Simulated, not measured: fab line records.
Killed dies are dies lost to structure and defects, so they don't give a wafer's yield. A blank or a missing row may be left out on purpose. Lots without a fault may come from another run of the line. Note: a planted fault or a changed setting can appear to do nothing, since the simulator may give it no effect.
Matching of chambers | flow berkeley-cmos170 | UCB170_GATE_ETCH_15 on rie-si-02: 4 sister chambers
The step etches poly-Si in HBr/Cl2, stops on SiO2, time 56.3 s, target depth 278.2 nm. 14 wafers are shown with their chamber, then 7 later ones without.

EACH WAFER AND ITS CHAMBER
wafer  | chamber | throttle-valve-pct (%) | drypump-motor-current-A (A) | oes-product-au (a.u.)
L314.2 | 3       | 26.51                  | 5.3                         | 0.835
L314.3 | 0       | 26.37                  | 6.3                         | 0.837
L314.5 | 3       | 26.51                  | 5.2                         | 0.822
L316.2 | 0       | 26.36                  | 6.3                         | 0.833
L316.4 | 2       | 26.68                  | 6.0                         | 0.857
L316.6 | 1       | 26.44                  | 5.5                         | 0.820
L320.3 | 0       | 26.37                  | 6.2                         | 0.839
L320.4 | 1       | 26.46                  | 5.5                         | 0.814
L320.5 | 2       | 26.68                  | 5.9                         | 0.854
L319.1 | 0       | 26.37                  | 6.3                         | 0.848
L319.3 | 1       | 26.46                  | 5.5                         | 0.823
L319.6 | 0       | 26.37                  | 6.3                         | 0.828
L325.2 | 0       | 26.38                  | 6.3                         | 0.837
L325.3 | 1       | 26.46                  | 5.5                         | 0.825

SIGNATURES, as means of the wafers listed above
reading                 | chamber 0 | chamber 1 | chamber 2 | chamber 3 | scatter within a chamber
throttle-valve-pct      | 26.3700   | 26.4550   | 26.6800   | 26.5100   | 0.00707
drypump-motor-current-A | 6.283     | 5.500     | 5.950     | 5.250     | 0.0428
oes-product-au          | 0.83700   | 0.82050   | 0.85550   | 0.82850   | 0.00616
Rule: a wafer lies at a distance from a chamber equal to the root of the sum of squares, over the readings, of (its reading less the chamber's mean, divided by the reading's scatter). The wafer belongs to the nearest chamber; if the next one is less than 2 further off, it can't be placed. The scatter: the root of (the sum of the squares of (reading less its chamber's mean) over the shown wafers, divided by (wafers less chambers)).

WAFERS WITHOUT THEIR CHAMBER
wafer  | throttle-valve-pct (%) | drypump-motor-current-A (A) | oes-product-au (a.u.)
L325.4 | 26.48                  | 5.2                         | 0.826
L324.2 | 26.51                  | 5.2                         | 0.820
L324.3 | 26.45                  | 5.5                         | 0.817
L324.4 | 26.36                  | 6.3                         | 0.836
L330.1 | 26.37                  | 6.3                         | 0.844
L330.2 | 26.51                  | 5.2                         | 0.818
L330.5 | 26.52                  | 5.3                         | 0.827

WHICH CHAMBER EACH ONE RAN IN
wafer  | from the rows above | in truth
L325.4 | 3                   | 3
L324.2 | 3                   | 3
L324.3 | 1                   | 1
L324.4 | 0                   | 0
L330.1 | 0                   | 0
L330.2 | 3                   | 3
L330.5 | 3                   | 3
Correct placement for 7 of the 7. Left unplaced by these rows: 0. 0 placed wrongly.
